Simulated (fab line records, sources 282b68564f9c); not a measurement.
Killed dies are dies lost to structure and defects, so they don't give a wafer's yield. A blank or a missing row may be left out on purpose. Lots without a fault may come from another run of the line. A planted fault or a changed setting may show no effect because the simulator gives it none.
fab line records | flow rit_cmos
record lots=5 wafers=15 last_day=7
route steps=202 shown NRETRO@60 PRETRO@64 GATE@75 FOX2@80 REOX@98 NLDD@103
lots that met no fault: from a run of the same line without faults
start_h: hours from the record's first day to the start of the lot's first wafer shown | wait_h: hours since the lot's step before | " the same as in the row above | L1.1+2: a row that stands for several wafers | - no value, or no start given | * or withheld: withheld | < > ~ a bound
route shown NAME@n: a module of which the file shows steps, and the number in the route of the first | usual: mean/standard deviation of fault-free wafers | same: alike in all rows | chamber/n: place in a boat | sites: the reading at each site | _std_site: their standard deviation | _edge_site: outer sites' mean less inner sites' | radius_mm: how far each site lies from the wafer's centre | mask NAME#n: copy n | behind: the tool/chamber that last shaped the wafer | hold: why the lot was held/for how many hours/how that ended | device: the transistor (n, p or np) that didn't switch | end of line: the same wafers' tests at the end of the route | a step without rows: its recipe alone | killed: dies lost to structure and defects at the first sort, not the wafer's yield | map: a wafer's dies, x killed, . not, _ none there
set.NAME: the setting as run; set.NAME@STEP: as run at that earlier step | model.NAME: the simulator's own value behind a step, which no gauge read
lots at some steps of the route; a table a step, a row a wafer
services: from which hour (start_h, from the record's first day; less than 0 if before it) a tool's chamber was out of use, for how many hours, and why
## steps
# step RIT_NRETRO_HARDBAKE_07
# recipe resist=NOVOLAK temp_c=140 time_s=120
# columns lot.wafer tool chamber start_h wait_h
L076.1+3+4 litho_track-03 0 43.14 0.0
L081.1+2+3 litho_track-04 0 68.29 0.0
L089.1+3+4 litho_track-04 0 107.72 0.0
L094.1+2+5 litho_track-02 0 130.46 0.0
L097.2+3+5 litho_track-02 0 146.51 0.1
# step RIT_NRETRO_IMPLANT_08
# recipe species=P energy_kev=70 dose_cm2=1e+13 tilt_deg=7
# columns lot.wafer tool chamber start_h wait_h
L076.1+3+4 implanter-02 0 43.39 0.2
L081.1+2+3 implanter-04 0 68.54 0.2
L089.1+3+4 implanter-04 0 107.97 0.2
L094.1+2+5 implanter-02 0 130.71 0.2
L097.2+3+5 implanter-02 0 146.75 0.2
# step RIT_NRETRO_STRIP_09
# recipe chemistry=O2 time_s=180 resist=NOVOLAK platen_temp_c=withheld power_w=500 pressure_mtorr=4000 o2_flow_sccm=4000
# usual drypump_motor_current_A=5.4/0.34 o2_flow_sccm=4000/12
# columns lot.wafer tool chamber start_h wait_h drypump_motor_current_A o2_flow_sccm rf_hours_counter_h
L076.1 plasma_asher-01 0 43.54 0.1 4.9 4004 39
L076.3 " 1 " " 5.4 3994 -
L076.4 " 0 " " 4.9 4006 -
L081.1 plasma_asher-01 0 68.69 0.1 4.9 4001 42
L081.2 " 1 " " 5.4 4005 42
L081.3 " 1 " " 5.4 4002 -
L089.1 plasma_asher-03 0 108.12 0.1 5.5 3987 45
L089.3 " 1 " " 6.0 4025 -
L089.4 " 0 " " 5.4 4009 -
L094.1 plasma_asher-04 0 130.86 0.1 5.8 4008 37
L094.2 " 1 " " 5.2 4000 37
L094.5 " 0 " " 5.7 4008 -
L097.2 plasma_asher-01 1 146.87 0.1 5.4 4013 51
L097.3 " 1 " " 5.4 3989 -
L097.5 " 1 " " 5.4 3985 -
# step RIT_NRETRO_TW_MEAS_10
# usual NRETRO_TW=1056/12
# columns lot.wafer tool chamber start_h wait_h NRETRO_TW
L076.1 film_metro-03 - 43.71 0.1 1059
L076.3 " - " " 1059
L076.4 " - " " 1059
L081.1 film_metro-04 - 68.87 0.1 1059
L081.2 " - " " 1062
L081.3 " - " " 1060
L089.1 film_metro-03 - 108.29 0.1 1074
L089.3 " - " " 1062
L089.4 " - " " 1069
L094.1 film_metro-02 - 131.03 0.1 1038
L094.2 " - " " 1037
L094.5 " - " " 1037
L097.2 film_metro-03 - 147.06 0.1 1065
L097.3 " - " " 1063
L097.5 " - " " 1067
# step RIT_PRETRO_HMDS_00
# recipe prime_time_s=60 prime_temp_c=140
# columns lot.wafer tool chamber start_h wait_h
L076.1+3+4 litho_track-04 0 43.77 0.1
L081.1+2+3 litho_track-04 0 68.99 0.1
L089.1+3+4 litho_track-01 0 108.35 0.1
L094.1+2+5 litho_track-01 0 131.09 0.1
L097.2+3+5 litho_track-02 0 147.13 0.1
# step RIT_PRETRO_COAT_01
# recipe resist=NOVOLAK spin_rpm=2000 resist_thk_nm=1300
# columns lot.wafer tool chamber start_h wait_h
L076.1+3+4 litho_track-04 0 43.92 0.1
L081.1+2+3 litho_track-04 0 69.14 0.1
L089.1+3+4 litho_track-01 0 108.50 0.1
L094.1+2+5 litho_track-01 0 131.24 0.1
L097.2+3+5 litho_track-02 0 147.28 0.1
# step RIT_PRETRO_SOFTBAKE_02
# recipe resist=NOVOLAK temp_c=89.21 time_s=60
# columns lot.wafer tool chamber start_h wait_h
L076.1+3+4 litho_track-04 0 44.07 0.1
L081.1+2+3 litho_track-04 0 69.29 0.1
L089.1+3+4 litho_track-01 0 108.65 0.1
L094.1+2+5 litho_track-01 0 131.39 0.1
L097.2+3+5 litho_track-02 0 147.43 0.1
# step RIT_PRETRO_EXPOSE_03
# recipe mask_id=M5 na=0.57 target_cd_nm=43700 dose_mj=250
# columns lot.wafer tool chamber start_h wait_h mask
L076.1+3+4 iline_stepper-02 0 44.35 0.2 M5#0
L081.1+2+3 iline_stepper-02 0 69.47 0.1 M5#0
L089.1+3+4 iline_stepper-01 0 108.80 0.1 M5#0
L094.1+2+5 iline_stepper-02 0 131.54 0.1 M5#0
L097.2+3+5 iline_stepper-02 0 147.58 0.1 M5#0
# step RIT_PRETRO_PEB_04
# recipe resist=NOVOLAK temp_c=withheld time_s=withheld
# columns lot.wafer tool chamber start_h wait_h
L076.1+3+4 litho_track-04 0 44.46 0.1
L081.1+2+3 litho_track-02 0 69.58 0.1
L089.1+3+4 litho_track-01 0 108.92 0.1
L094.1+2+5 litho_track-04 0 131.66 0.1
L097.2+3+5 litho_track-04 0 147.70 0.1
# step RIT_PRETRO_DEVELOP_05
# recipe resist=NOVOLAK develop_time_s=68 dev_temp_c=23
# same develop_time_s=68
# columns lot.wafer tool chamber start_h wait_h
L076.1+3+4 litho_track-04 0 - -
L081.1+2+3 litho_track-02 0 - -
L089.1+3+4 litho_track-01 0 - -
L094.1+2+5 litho_track-04 0 - -
L097.2+3+5 litho_track-04 0 - -
# step RIT_PRETRO_OVL_MEAS_06
# usual PRETRO_OVL=0.5/1.5
# columns lot.wafer tool chamber start_h wait_h PRETRO_OVL[nm]
L076.1 overlay-01 - 44.78 - 0.6
L076.3 " - " " 0.5
L076.4 " - " " 1.9
L081.1 overlay-01 - 69.90 - 0.6
L081.2 " - " " 3.4
L081.3 " - " " 0.8
L089.1 overlay-01 - 109.23 - 0.7
L089.3 " - " " 2.0
L089.4 " - " " 1.1
L094.1 overlay-01 - 131.97 - -0.8
L094.2 " - " " 2.3
L094.5 " - " " 1.5
L097.2 overlay-01 - 147.99 - -0.3
L097.3 " - " " -2.0
L097.5 " - " " -1.7
# step RIT_PRETRO_HARDBAKE_07
# recipe resist=NOVOLAK temp_c=140 time_s=120
# columns lot.wafer tool chamber start_h wait_h
L076.1+3+4 litho_track-01 0 44.98 0.2
L081.1+2+3 litho_track-02 0 69.93 0.0
L089.1+3+4 litho_track-01 0 109.48 0.2
L094.1+2+5 litho_track-04 0 132.01 0.0
L097.2+3+5 litho_track-01 0 148.06 0.1
# step RIT_PRETRO_IMPLANT_08
# recipe species=B energy_kev=45 dose_cm2=1.2e+13 tilt_deg=7.341
# columns lot.wafer tool chamber start_h wait_h
L076.1+3+4 implanter-01 0 45.23 0.2
L081.1+2+3 implanter-04 0 70.18 0.2
L089.1+3+4 implanter-01 0 109.73 0.2
L094.1+2+5 implanter-01 0 132.26 0.2
L097.2+3+5 implanter-01 0 148.30 0.2
# step RIT_PRETRO_STRIP_09
# recipe chemistry=O2 time_s=180 resist=NOVOLAK platen_temp_c=withheld power_w=500 pressure_mtorr=4000 o2_flow_sccm=4000
# usual drypump_motor_current_A=5.5/0.41 o2_flow_sccm=4000/11
# columns lot.wafer tool chamber start_h wait_h drypump_motor_current_A o2_flow_sccm rf_hours_counter_h
L076.1 plasma_asher-01 1 45.38 0.1 5.4 4007 39
L076.3 " 1 " " 5.4 3990 -
L076.4 " 0 " " 4.9 4007 -
L081.1 plasma_asher-01 0 70.33 0.1 4.9 3996 42
L081.2 " 1 " " 5.4 3980 42
L081.3 " 1 " " 5.4 4002 -
L089.1 plasma_asher-03 0 109.88 0.1 5.5 3998 46
L089.3 " 1 " " 6.0 3997 -
L089.4 " 0 " " 5.4 3989 -
L094.1 plasma_asher-03 1 132.41 0.1 6.0 4009 48
L094.2 " 0 " " 5.5 4005 48
L094.5 " 1 " " 6.0 4006 -
L097.2 plasma_asher-03 0 148.42 0.1 5.5 4006 50
L097.3 " 0 " " 5.5 4005 -
L097.5 " 1 " " 6.0 4004 -
# step RIT_PRETRO_TW_MEAS_10
# usual PRETRO_TW=480.5/2.3
# columns lot.wafer tool chamber start_h wait_h PRETRO_TW
L076.1 film_metro-03 - 45.55 0.1 479.7
L076.3 " - " " 481.4
L076.4 " - " " 481.6
L081.1 film_metro-01 - 70.51 0.1 480.9
L081.2 " - " " 483.6
L081.3 " - " " 484.4
L089.1 film_metro-03 - 110.06 0.1 485.0
L089.3 " - " " 484.0
L089.4 " - " " 481.8
L094.1 film_metro-01 - 132.58 0.1 477.9
L094.2 " - " " 478.9
L094.5 " - " " 474.2
L097.2 film_metro-01 - 148.61 0.1 475.8
L097.3 " - " " 473.4
L097.5 " - " " 477.5
# step RIT_GATE_WET_ETCH_00
# recipe chemistry=BOE target=SiO2 target_depth_nm=56 time_s=60 dry=n2_spin dilution=10:1 temp_c=21.5
# columns lot.wafer tool chamber start_h wait_h
L076.1+3+4 wet_bench-01 2 45.61 0.1
L081.1+2+3 wet_bench-02 3 70.57 0.1
L089.1+3+4 wet_bench-01 2 110.12 0.1
L094.1+2+5 wet_bench-04 1 132.64 0.1
L097.2+3+5 wet_bench-04 1 148.66 0.0
# step RIT_GATE_CLEAN_01
# recipe chemistry=SC1 mix=3:3:50 time_s=600 temp_c=75
# columns lot.wafer tool chamber start_h wait_h
L076.1+3+4 wet_bench-04 1 45.64 0.0
L081.1+2+3 wet_bench-01 0 70.59 0.0
L089.1+3+4 wet_bench-04 0 110.14 0.0
L094.1+2+5 wet_bench-01 0 132.67 0.0
L097.2+3+5 wet_bench-02 2 148.68 0.0
# step RIT_GATE_CLEAN_02
# recipe chemistry=dHF dilution=50:1 time_s=30
# columns lot.wafer tool chamber start_h wait_h
L076.1+3+4 wet_bench-01 0 45.81 0.0
L081.1+2+3 wet_bench-02 0 70.78 0.0
L089.1+3+4 wet_bench-02 3 110.32 0.0
L094.1+2+5 wet_bench-04 1 132.84 0.0
L097.2+3+5 wet_bench-01 1 148.87 0.0
# step RIT_GATE_CLEAN_03
# recipe chemistry=SC2 mix=3:3:50 time_s=600 temp_c=75 dry=n2_spin
# columns lot.wafer tool chamber start_h wait_h
L076.1+3+4 wet_bench-04 1 45.83 0.0
L081.1+2+3 wet_bench-01 1 70.80 0.0
L089.1+3+4 wet_bench-04 0 110.34 0.0
L094.1+2+5 wet_bench-02 2 132.86 0.0
L097.2+3+5 wet_bench-04 3 148.91 0.0
# step RIT_GATE_CLEAN_04
# recipe chemistry=dHF dilution=50:1 time_s=60 dry=n2_spin
# columns lot.wafer tool chamber start_h wait_h
L076.1+3+4 wet_bench-01 0 46.00 0.0
L081.1+2+3 wet_bench-01 0 70.99 0.0
L089.1+3+4 wet_bench-02 0 110.51 0.0
L094.1+2+5 wet_bench-01 1 133.04 0.0
L097.2+3+5 wet_bench-02 0 149.08 0.0
# step RIT_FOX2_THK_MEAS_91
# recipe reads=SiO2_of_FOX2_OXIDATION_00
# usual FIELD_OXIDE_LEFT_2_THK=240/6.9
# columns lot.wafer tool chamber start_h wait_h FIELD_OXIDE_LEFT_2_THK[nm]
L076.1 film_metro-04 - 46.03 0.0 246
L076.3 " - " " 241
L076.4 " - " " 247
L081.1 film_metro-01 - 71.02 0.0 242
L081.2 " - " " 247
L081.3 " - " " 245
L089.1 film_metro-01 - 110.54 0.0 237
L089.3 " - " " 235
L089.4 " - " " 239
L094.1 film_metro-02 - 133.06 0.0 234
L094.2 " - " " 237
L094.5 " - " " 234
L097.2 film_metro-04 - 149.12 0.0 241
L097.3 " - " " 236
L097.5 " - " " 241
# step RIT_GATE_OXIDATION_05
# recipe temp_c=900 ambient=O2 target_thk_a=30 ox_time_s=270
# columns lot.wafer tool chamber start_h wait_h
L076.1+3+4 furnace-03 0 47.08 1.0
L081.1+2+3 furnace-01 0 71.08 0.1
L089.1+3+4 furnace-04 0 112.05 1.5
L094.1+2+5 furnace-01 0 133.50 0.4
L097.2+3+5 furnace-01 0 150.20 1.1
# step RIT_GATE_ANNEAL_06
# recipe temp_c=900 time_s=600 ambient=N2O
# columns lot.wafer tool chamber start_h wait_h
L076.1+3+4 furnace-01 0 48.45 0.3
L081.1+2+3 furnace-04 0 72.15 0.0
L089.1+3+4 furnace-04 0 114.44 1.3
L094.1+2+5 furnace-01 0 134.58 0.0
L097.2+3+5 furnace-01 0 153.20 1.9
# step RIT_GATE_THK_MEAS_07
# recipe reads=SiO2_of_GATE_OXIDATION_05
# usual GATE_OXIDE_THK=2.98/0.065
# columns lot.wafer tool chamber start_h wait_h GATE_OXIDE_THK[nm]
L076.1 film_metro-02 - 48.70 0.0 3.08
L076.3 " - " " 3.01
L076.4 " - " " 2.99
L081.1 film_metro-04 - 72.40 0.0 2.96
L081.2 " - " " 2.94
L081.3 " - " " 2.95
L089.1 film_metro-02 - 114.69 0.0 2.97
L089.3 " - " " 3.00
L089.4 " - " " 3.02
L094.1 film_metro-01 - 134.83 0.0 3.02
L094.2 " - " " 3.05
L094.5 " - " " 3.00
L097.2 film_metro-02 - 153.46 0.0 2.94
L097.3 " - " " 2.99
L097.5 " - " " 3.03
# step RIT_GATE_CVD_08
# recipe material=poly-Si target_thk_nm=250 temp_c=610 precursor=SiH4 time_s=2220 pressure_mtorr=300 sih4_flow_sccm=100
# columns lot.wafer tool chamber start_h wait_h
L076.1+3+4 lpcvd-01 0 48.76 0.1
L081.1+2+3 lpcvd-01 1 72.64 0.2
L089.1+3+4 lpcvd-01 0 114.75 0.1
L094.1+2+5 lpcvd-01 1 134.89 0.1
L097.2+3+5 lpcvd-01 1 153.51 0.0
# step RIT_GATE_THK_MEAS_09
# recipe reads=poly-Si_of_GATE_CVD_08
# usual GATE_POLY_THK=249.9/2.3
# columns lot.wafer tool chamber start_h wait_h GATE_POLY_THK[nm]
L076.1 film_metro-02 - 50.38 0.0 245.8
L076.3 " - " " 247.3
L076.4 " - " " 247.6
L081.1 film_metro-01 - 74.26 0.0 247.6
L081.2 " - " " 248.8
L081.3 " - " " 250.3
L089.1 film_metro-04 - 116.37 0.0 251.1
L089.3 " - " " 251.2
L089.4 " - " " 251.8
L094.1 film_metro-02 - 136.50 0.0 251.0
L094.2 " - " " 252.0
L094.5 " - " " 251.6
L097.2 film_metro-01 - 155.14 0.0 252.8
L097.3 " - " " 252.5
L097.5 " - " " 253.0
# step RIT_GATE_HMDS_10
# recipe prime_time_s=60 prime_temp_c=140
# columns lot.wafer tool chamber start_h wait_h
L076.1+3+4 litho_track-04 0 50.44 0.1
L081.1+2+3 litho_track-01 0 74.32 0.1
L089.1+3+4 litho_track-04 0 116.43 0.1
L094.1+2+5 litho_track-01 0 136.56 0.1
L097.2+3+5 litho_track-01 0 155.22 0.1
# step RIT_GATE_COAT_11
# recipe resist=NOVOLAK spin_rpm=4250 resist_thk_nm=850
# columns lot.wafer tool chamber start_h wait_h
L076.1+3+4 litho_track-04 0 50.59 0.1
L081.1+2+3 litho_track-01 0 74.47 0.1
L089.1+3+4 litho_track-04 0 116.58 0.1
L094.1+2+5 litho_track-01 0 136.71 0.1
L097.2+3+5 litho_track-01 0 155.37 0.1
# step RIT_GATE_SOFTBAKE_12
# recipe resist=NOVOLAK temp_c=90 time_s=60
# columns lot.wafer tool chamber start_h wait_h
L076.1+3+4 litho_track-04 0 50.74 0.1
L081.1+2+3 litho_track-01 0 74.62 0.1
L089.1+3+4 litho_track-04 0 116.73 0.1
L094.1+2+5 litho_track-01 0 136.86 0.1
L097.2+3+5 litho_track-01 0 155.52 0.1
# step RIT_GATE_EXPOSE_13
# recipe mask_id=M6 na=0.6 source_shape=conventional sigma_outer=0.6 target_cd_nm=150 dose_mj=380
# columns lot.wafer tool chamber start_h wait_h mask
L076.1+3+4 iline_stepper-02 0 51.00 0.2 M6#0
L081.1+2+3 iline_stepper-02 0 74.84 0.2 M6#0
L089.1+3+4 iline_stepper-01 0 117.00 0.2 M6#0
L094.1+2+5 iline_stepper-01 0 137.14 0.2 M6#0
L097.2+3+5 iline_stepper-02 0 155.78 0.2 M6#0
# step RIT_GATE_PEB_14
# recipe resist=NOVOLAK temp_c=withheld time_s=withheld
# columns lot.wafer tool chamber start_h wait_h
L076.1+3+4 litho_track-01 0 51.26 0.2
L081.1+2+3 litho_track-01 0 74.96 0.1
L089.1+3+4 litho_track-04 0 117.12 0.1
L094.1+2+5 litho_track-04 0 137.43 0.3
L097.2+3+5 litho_track-03 0 155.91 0.1
# step RIT_GATE_DEVELOP_15
# recipe resist=NOVOLAK develop_time_s=50 dev_temp_c=23
# same develop_time_s=50
# columns lot.wafer tool chamber start_h wait_h
L076.1+3+4 litho_track-01 0 - -
L081.1+2+3 litho_track-01 0 - -
L089.1+3+4 litho_track-04 0 - -
L094.1+2+5 litho_track-04 0 - -
L097.2+3+5 litho_track-03 0 - -
# step RIT_GATE_CD_MEAS_16
# recipe target_cd_nm=150
# usual cd_nm=149.6/2.5
# columns lot.wafer tool chamber start_h wait_h cd_nm
L076.1 cd_sem-02 - 51.54 - 148.3
L076.3 " - " " 147.2
L076.4 " - " " 146.6
L081.1 cd_sem-01 - 75.24 - 149.3
L081.2 " - " " 149.4
L081.3 " - " " 150.7
L089.1 cd_sem-01 - 117.40 - 151.8
L089.3 " - " " 151.5
L089.4 " - " " 150.6
L094.1 cd_sem-01 - 137.71 - 149.7
L094.2 " - " " 151.8
L094.5 " - " " 149.6
L097.2 cd_sem-02 - 156.19 - 152.5
L097.3 " - " " 151.5
L097.5 " - " " 153.1
# step RIT_GATE_OVL_MEAS_17
# usual GATE_OVL=0.6/1.5
# columns lot.wafer tool chamber start_h wait_h GATE_OVL[nm]
L076.1 overlay-01 - 51.66 0.1 0.3
L076.3 " - " " 0.7
L076.4 " - " " -0.2
L081.1 overlay-01 - 75.36 0.1 1.4
L081.2 " - " " 2.7
L081.3 " - " " 4.3
L089.1 overlay-01 - 117.52 0.1 -2.0
L089.3 " - " " -0.7
L089.4 " - " " -1.9
L094.1 overlay-01 - 137.83 0.1 0.4
L094.2 " - " " -0.3
L094.5 " - " " 1.1
L097.2 overlay-02 - 156.29 0.1 0.9
L097.3 " - " " 0.1
L097.5 " - " " 1.0
# step RIT_GATE_HARDBAKE_18
# recipe resist=NOVOLAK temp_c=140 time_s=60
# columns lot.wafer tool chamber start_h wait_h
L076.1+3+4 litho_track-04 0 51.74 0.1
L081.1+2+3 litho_track-03 0 75.40 0.0
L089.1+3+4 litho_track-03 0 117.72 0.2
L094.1+2+5 litho_track-01 0 137.87 0.0
L097.2+3+5 litho_track-03 0 156.35 0.0
# step RIT_GATE_ETCH_19
# recipe chemistry=SF6/CHF3/O2 time_s=168.1 SF6_flow_sccm=30 CHF3_flow_sccm=30 O2_flow_sccm=5 target=poly-Si pressure_mtorr=40 rf_w=160 target_depth_a=3125 over_etch_frac=0.25 stop_on=SiO2
# usual drypump_motor_current_A=5.7/0.42 oes_product_au=0.841/0.012 throttle_valve_pct=10.24/0.15
# columns lot.wafer tool chamber start_h wait_h drypump_motor_current_A oes_product_au rf_hours_counter_h throttle_valve_pct
L076.1 rie_si-02 0 51.89 0.1 5.1 0.811 110 10.40
L076.3 " 3 " " 5.9 0.829 118 10.03
L076.4 " 1 " " 5.4 0.828 60 10.48
L081.1 rie_si-01 1 75.55 0.1 6.2 0.838 24 10.17
L081.2 " 3 " " 5.1 0.842 41 10.29
L081.3 " 0 " " 5.7 0.862 99 10.11
L089.1 rie_si-01 2 117.87 0.1 5.7 0.852 0 10.46
L089.3 " 0 " " 5.7 0.860 99 10.12
L089.4 " 1 " " 6.3 0.852 25 10.17
L094.1 rie_si-02 3 138.02 0.1 5.9 0.847 119 10.05
L094.2 " 0 " " 5.1 0.829 110 10.39
L094.5 " 2 " " 6.1 0.854 - 10.18
L097.2 rie_si-02 3 156.47 0.1 5.9 0.847 119 10.03
L097.3 " 2 " " 6.1 0.859 69 10.16
L097.5 " 2 " " 6.1 0.852 - 10.16
# step RIT_GATE_STRIP_20
# recipe chemistry=O2 time_s=180 resist=NOVOLAK platen_temp_c=withheld power_w=500 pressure_mtorr=4000 o2_flow_sccm=4000
# usual drypump_motor_current_A=5.4/0.38 o2_flow_sccm=4000/13
# columns lot.wafer tool chamber start_h wait_h drypump_motor_current_A o2_flow_sccm rf_hours_counter_h
L076.1 plasma_asher-04 0 52.00 0.1 5.7 4016 27
L076.3 " 0 " " 5.7 4006 -
L076.4 " 1 " " 5.2 3985 -
L081.1 plasma_asher-02 0 75.66 0.1 5.3 3994 42
L081.2 " 1 " " 6.1 3991 42
L081.3 " 1 " " 6.1 3973 -
L089.1 plasma_asher-02 1 117.98 0.1 6.1 3993 0
L089.3 " 0 " " 5.3 4005 -
L089.4 " 1 " " 6.1 4012 -
L094.1 plasma_asher-01 0 138.13 0.1 4.9 4016 50
L094.2 " 1 " " 5.4 4006 50
L094.5 " 0 " " 4.9 3992 -
L097.2 plasma_asher-04 1 156.58 0.1 5.2 4008 40
L097.3 " 1 " " 5.2 4004 -
L097.5 " 1 " " 5.2 4010 -
# step RIT_GATE_CD_MEAS_90
# recipe target_cd_nm=150
# usual cd_nm=149.6/2.6
# columns lot.wafer tool chamber start_h wait_h cd_nm
L076.1 cd_sem-02 - 52.17 0.1 147.9
L076.3 " - " " 146.9
L076.4 " - " " 146.2
L081.1 cd_sem-02 - 75.83 0.1 149.5
L081.2 " - " " 149.2
L081.3 " - " " 150.9
L089.1 cd_sem-01 - 118.16 0.1 151.4
L089.3 " - " " 151.8
L089.4 " - " " 150.3
L094.1 cd_sem-01 - 138.30 0.1 149.9
L094.2 " - " " 151.5
L094.5 " - " " 149.1
L097.2 cd_sem-02 - 156.77 0.1 152.4
L097.3 " - " " 151.5
L097.5 " - " " 152.9
# step RIT_REOX_CLEAN_00
# recipe chemistry=SC1 mix=3:3:50 time_s=600 temp_c=75
# columns lot.wafer tool chamber start_h wait_h
L076.1+3+4 wet_bench-01 1 52.29 0.1
L081.1+2+3 wet_bench-01 1 75.95 0.1
L089.1+3+4 wet_bench-01 0 118.28 0.1
L094.1+2+5 wet_bench-01 1 138.42 0.1
L097.2+3+5 wet_bench-03 3 156.87 0.1
# step RIT_REOX_CLEAN_01
# recipe chemistry=dHF dilution=50:1 time_s=30
# columns lot.wafer tool chamber start_h wait_h
L076.1+3+4 wet_bench-03 1 52.47 0.0
L081.1+2+3 wet_bench-03 1 76.14 0.0
L089.1+3+4 wet_bench-02 1 118.45 0.0
L094.1+2+5 wet_bench-02 0 138.77 0.0
L097.2+3+5 wet_bench-02 2 157.05 0.0
# step RIT_REOX_CLEAN_02
# recipe chemistry=SC2 mix=3:3:50 time_s=580.9 temp_c=75 dry=n2_spin
# columns lot.wafer tool chamber start_h wait_h
L076.1+3+4 wet_bench-02 1 52.48 0.0
L081.1+2+3 wet_bench-02 1 76.16 0.0
L089.1+3+4 wet_bench-03 3 118.47 0.0
L094.1+2+5 wet_bench-03 0 138.79 0.0
L097.2+3+5 wet_bench-01 2 157.07 0.0
# step RIT_REOX_OXIDATION_03
# recipe temp_c=900 ambient=O2 target_thk_a=252 ox_time_s=5580
# columns lot.wafer tool chamber start_h wait_h
L076.1+3+4 furnace-03 0 53.92 1.3
L081.1+2+3 furnace-01 0 78.58 2.2
L089.1+3+4 furnace-01 0 118.66 0.0
L094.1+2+5 furnace-04 0 139.37 0.4
L097.2+3+5 furnace-03 0 157.58 0.3
# step RIT_REOX_THK_MEAS_04
# recipe reads=SiO2_of_REOX_OXIDATION_03
# usual REOX_OXIDE_THK=24.7/0.39
# columns lot.wafer tool chamber start_h wait_h REOX_OXIDE_THK[nm]
L076.1 film_metro-01 - 56.47 0.0 25.0
L076.3 " - " " 24.8
L076.4 " - " " 25.1
L081.1 film_metro-02 - 81.13 0.0 25.1
L081.2 " - " " 25.0
L081.3 " - " " 24.9
L089.1 film_metro-01 - 121.21 0.0 24.7
L089.3 " - " " 24.6
L089.4 " - " " 25.1
L094.1 film_metro-01 - 141.92 0.0 24.6
L094.2 " - " " 24.4
L094.5 " - " " 24.5
L097.2 film_metro-02 - 160.14 0.0 24.5
L097.3 " - " " 24.2
L097.5 " - " " 25.0
# step RIT_NLDD_HMDS_00
# recipe prime_time_s=60 prime_temp_c=140
# columns lot.wafer tool chamber start_h wait_h
L076.1+3+4 litho_track-01 0 56.63 0.1
L081.1+2+3 litho_track-01 0 81.19 0.1
L089.1+3+4 litho_track-02 0 121.32 0.1
L094.1+2+5 litho_track-03 0 141.98 0.1
L097.2+3+5 litho_track-03 0 160.22 0.1
# step RIT_NLDD_COAT_01
# recipe resist=NOVOLAK spin_rpm=3250 resist_thk_nm=1000
# columns lot.wafer tool chamber start_h wait_h
L076.1+3+4 litho_track-01 0 56.78 0.1
L081.1+2+3 litho_track-01 0 81.34 0.1
L089.1+3+4 litho_track-02 0 121.47 0.1
L094.1+2+5 litho_track-03 0 142.13 0.1
L097.2+3+5 litho_track-03 0 160.37 0.1
# step RIT_NLDD_SOFTBAKE_02
# recipe resist=NOVOLAK temp_c=90 time_s=60
# columns lot.wafer tool chamber start_h wait_h
L076.1+3+4 litho_track-01 0 56.93 0.1
L081.1+2+3 litho_track-01 0 81.49 0.1
L089.1+3+4 litho_track-02 0 121.62 0.1
L094.1+2+5 litho_track-03 0 142.28 0.1
L097.2+3+5 litho_track-03 0 160.52 0.1
# step RIT_NLDD_EXPOSE_03
# recipe mask_id=M7 na=0.57 target_cd_nm=40700 dose_mj=250
# columns lot.wafer tool chamber start_h wait_h mask
L076.1+3+4 iline_stepper-01 0 57.23 0.3 M7#0
L081.1+2+3 iline_stepper-02 0 81.64 0.1 M7#0
L089.1+3+4 iline_stepper-01 0 121.90 0.2 M7#0
L094.1+2+5 iline_stepper-02 0 142.55 0.2 M7#0
L097.2+3+5 iline_stepper-02 0 160.66 0.1 M7#0
# step RIT_NLDD_PEB_04
# recipe resist=NOVOLAK temp_c=withheld time_s=withheld
# columns lot.wafer tool chamber start_h wait_h
L076.1+3+4 litho_track-03 0 57.43 0.2
L081.1+2+3 litho_track-03 0 81.75 0.1
L089.1+3+4 litho_track-03 0 122.06 0.1
L094.1+2+5 litho_track-03 0 142.79 0.2
L097.2+3+5 litho_track-01 0 160.79 0.1
# step RIT_NLDD_DEVELOP_05
# recipe resist=NOVOLAK develop_time_s=50 dev_temp_c=23
# same develop_time_s=50
# columns lot.wafer tool chamber start_h wait_h
L076.1+3+4 litho_track-03 0 - -
L081.1+2+3 litho_track-03 0 - -
L089.1+3+4 litho_track-03 0 - -
L094.1+2+5 litho_track-03 0 - -
L097.2+3+5 litho_track-01 0 - -
# step RIT_NLDD_OVL_MEAS_06
# usual NLDD_OVL=0.5/1.4
# columns lot.wafer tool chamber start_h wait_h NLDD_OVL[nm]
L076.1 overlay-01 - 57.72 - -1.7
L076.3 " - " " -1.3
L076.4 " - " " -2.1
L081.1 overlay-02 - 82.04 - 1.9
L081.2 " - " " 0.2
L081.3 " - " " 1.2
L089.1 overlay-01 - 122.35 - -1.3
L089.3 " - " " 0.9
L089.4 " - " " -1.4
L094.1 overlay-02 - 143.07 - 0.6
L094.2 " - " " 1.1
L094.5 " - " " 0.3
L097.2 overlay-02 - 161.05 - 1.9
L097.3 " - " " -0.8
L097.5 " - " " -0.1
# step RIT_NLDD_HARDBAKE_07
# recipe resist=NOVOLAK temp_c=140 time_s=60
# columns lot.wafer tool chamber start_h wait_h
L076.1+3+4 litho_track-02 0 57.79 0.1
L081.1+2+3 litho_track-02 0 82.07 0.0
L089.1+3+4 litho_track-01 0 122.49 0.1
L094.1+2+5 litho_track-01 0 143.17 0.1
L097.2+3+5 litho_track-03 0 161.11 0.0
# step RIT_NLDD_IMPLANT_08
# recipe species=P energy_kev=20 dose_cm2=5e+14 tilt_deg=7
# columns lot.wafer tool chamber start_h wait_h
L076.1+3+4 implanter-03 0 57.94 0.1
L081.1+2+3 implanter-03 0 82.22 0.1
L089.1+3+4 implanter-03 0 122.64 0.1
L094.1+2+5 implanter-01 0 143.32 0.1
L097.2+3+5 implanter-02 0 161.26 0.1
## services
# columns tool chamber start_h hours kind
furnace-04 - 26.12 3.6 pm
implanter-02 - 28.50 4.6 pm
lpcvd-01 - 31.60 0.7 repair
rie_si-01 1 32.45 21.4 repair
plasma_asher-03 - 45.49 2.8 repair
iline_stepper-01 - 49.53 1.7 pm
furnace-03 - 50.70 3.2 pm
implanter-02 - 55.32 15.0 repair
rie_si-01 0 59.27 6.9 repair
implanter-02 - 61.41 2.1 repair
rie_si-02 - 62.73 0.3 repair
iline_stepper-01 - 71.82 3.2 repair
plasma_asher-03 - 78.11 4.9 repair
implanter-01 - 86.10 4.9 pm
iline_stepper-01 - 94.47 6.9 repair
plasma_asher-02 - 108.75 9.0 pm
implanter-04 - 127.24 5.9 repair
rie_si-01 2 130.34 5.8 repair
implanter-04 - 141.58 4.3 pm
implanter-03 - 147.50 5.9 repair
furnace-04 - 148.98 3.5 pm
implanter-02 - 149.97 2.2 repair
rie_si-02 1 155.34 23.4 repair
furnace-01 - 158.09 3.9 pm
## key
fault none
